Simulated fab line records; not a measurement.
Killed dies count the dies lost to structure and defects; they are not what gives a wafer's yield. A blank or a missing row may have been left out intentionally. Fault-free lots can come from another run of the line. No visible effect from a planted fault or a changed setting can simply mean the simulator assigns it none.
Chamber matching :: flow berkeley cmos170 :: UCB170_V2_CMP_02 on cmp-01 has 4 sister chambers
The step polishes SiO2. 4 wafers are shown with their chamber, then 7 later ones without.

WAFERS, EACH WITH ITS CHAMBER
wafer: L844.1
chamber: 0
motor current A (A): 14.9

wafer: L848.4
chamber: 3
motor current A (A): 14.3

wafer: L853.1
chamber: 1
motor current A (A): 17.9

wafer: L853.2
chamber: 2
motor current A (A): 15.6

WAFERS MISSING THEIR CHAMBER
wafer: L853.3
motor current A (A): 14.7

wafer: L855.1
motor current A (A): 17.8

wafer: L855.5
motor current A (A): 14.3

wafer: L855.6
motor current A (A): 17.4

wafer: L859.2
motor current A (A): 14.5

wafer: L859.4
motor current A (A): 16.8

wafer: L859.6
motor current A (A): 14.0

WHICH CHAMBER EACH WENT THROUGH
wafer: L853.3
from the rows above: can't be placed: 0 or 3 or 2
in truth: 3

wafer: L855.1
from the rows above: 1
in truth: 1

wafer: L855.5
from the rows above: can't be placed: 3 or 0
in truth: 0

wafer: L855.6
from the rows above: 1
in truth: 1

wafer: L859.2
from the rows above: can't be placed: 3 or 0 or 2
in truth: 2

wafer: L859.4
from the rows above: can't be placed: 1 or 2 or 0
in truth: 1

wafer: L859.6
from the rows above: can't be placed: 3 or 0
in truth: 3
2 of 7 placed correctly. Can't be placed from these rows: 5 (the true chamber is among the candidates in 5). Placed wrongly: 0.
How it was worked out, from the rows above alone: a wafer's distance from a chamber is the root of the sum, over the readings, of the square of ((its reading less the chamber's mean) divided by the reading's scatter). If the next closest chamber is less than 2 further off than the closest, the wafer can't be placed; otherwise it belongs to the closest. Each chamber's mean is taken over the wafers shown for it. The scatter: root of mean squared gap, hidden wafer to nearest shown wafer, with one shown wafer a chamber.
